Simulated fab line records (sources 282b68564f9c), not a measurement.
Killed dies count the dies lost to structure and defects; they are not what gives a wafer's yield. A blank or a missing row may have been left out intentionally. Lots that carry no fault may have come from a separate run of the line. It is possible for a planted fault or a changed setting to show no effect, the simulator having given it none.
Struck lot and sound lot, side by side + flow ritCmos + 18 steps out of a route of 202
Sound: wafers L962.4, L962.5, L962.6. Struck: wafers L958.1, L958.3, L958.4. Last of all comes the cause.
For every step that has rows: the tool of each side, followed by ch and its chambers, followed by its first start. Under that, the readings that differ: sound wafers + struck wafers + difference of the means + sigmas: that difference in standard deviations of wafers without a fault.
alike: readings whose means differ by less than 2 such deviations, and words and numbers that are the same on both sides. not compared: withheld readings, readings that some wafer has no value for, bounds like >300 that may hide the same value, and numbers for which the record gives no deviation and whose values overlap.
The two part at a step that has a row with sigmas, a row that says differs or no value, or rows on one side only. Non-overlapping numbers with no deviation appear without sigmas and do not part them. A reading that every wafer of one side lacks parts them only if that side has two wafers or more.

first, 1 step without rows for these wafers: RIT_GATE_HARDBAKE_18 (time 60 s).
RIT_GATE_ETCH_19: etches poly-Si in SF6/CHF3/O2, stops on SiO2, time 165 s, target depth 312.5 nm.
  sound on rieSi-02 ch 2,3, day 5 07:14; struck on rieSi-02 ch 1,2,3, day 4 10:10
  alike: drypumpMotorCurrentA, oesProductAu, throttleValvePct
  not compared: rfHoursCounterH
RIT_GATE_STRIP_20: strips in O2, time 180 s.
  sound on plasmaAsher-01 ch 0,1, day 5 07:24; struck on plasmaAsher-04 ch 0,1, day 4 10:17
  alike: drypumpMotorCurrentA
  not compared: rfHoursCounterH
RIT_GATE_CD_MEAS_90: the cd target is 150 nm.
  sound on cdSem-02 at day 5 07:34; struck on cdSem-01 at day 4 10:28
  alike: cdNm
then, 4 steps without rows for these wafers: RIT_REOX_CLEAN_00 (cleans in SC1, time 600 s); RIT_REOX_CLEAN_01 (cleans in dHF, time 30 s); RIT_REOX_CLEAN_02 (cleans in SC2, time 600 s); RIT_REOX_OXIDATION_03 (target thk 25.2 nm, ox time 5580 s).
RIT_REOX_THK_MEAS_04:
  sound on filmMetro-02 at day 5 10:35; struck on filmMetro-04 at day 4 13:29
  alike: REOX_OXIDE_THK
then, 3 steps without rows for these wafers: RIT_NLDD_HMDS_00 (prime time 60 s); RIT_NLDD_COAT_01 (resist thk 1000 nm); RIT_NLDD_SOFTBAKE_02 (time 60 s).
RIT_NLDD_EXPOSE_03: exposes mask M7, target cd 40700 nm.
  sound on ilineStepper-01 ch 0, day 5 11:14; struck on ilineStepper-02 ch 0, day 4 14:00
| reading                    | sound                | struck               | difference | sigmas |
|----------------------------|----------------------|----------------------|------------|--------|
| model.NLDD.overlayXNm (nm) | 0.2832 0.2832 0.2832 | -300.5 -300.5 -300.5 | -300.8     |        |
  alike: mask
then, 2 steps without rows for these wafers: RIT_NLDD_PEB_04; RIT_NLDD_DEVELOP_05 (develop time 50 s).
RIT_NLDD_OVL_MEAS_06:
  sound on overlay-01 at day 5 11:36; struck on overlay-01 at day 4 14:24
| reading       | sound       | struck               | difference | sigmas      |
|---------------|-------------|----------------------|------------|-------------|
| NLDD_OVL (nm) | 2.5 2.6 4.0 | -297.2 -298.3 -297.0 | -300.5     | -99 or more |
then, 1 step without rows for these wafers: RIT_NLDD_HARDBAKE_07 (time 60 s).
RIT_M1_PROBE_99:
  sound on prober-01 at day 6 03:49; struck on prober-01 at day 5 06:07
| reading                       | sound           | struck            | difference | sigmas |
|-------------------------------|-----------------|-------------------|------------|--------|
| model.etest.nldd.widthNm (nm) | 3221 3193 3204  | 2962 2971 2950    | -245       |        |
| model.etest.nldd.lineOhmUm    | 130.9 133 135.7 | 129.7 124.7 126.4 | -6.3       |        |
  alike: killed_at_M0_to_M3, killedAtContacts, killedAtFrontEnd, killedDies, killedOnRim, killedOpen, killedShort

== WHERE THEY PART ==
Only at RIT_NLDD_OVL_MEAS_06, as far as this record shows. Later steps at which nothing parts them and some readings are alike: RIT_M1_PROBE_99.

WHY: what had been put in by the simulator
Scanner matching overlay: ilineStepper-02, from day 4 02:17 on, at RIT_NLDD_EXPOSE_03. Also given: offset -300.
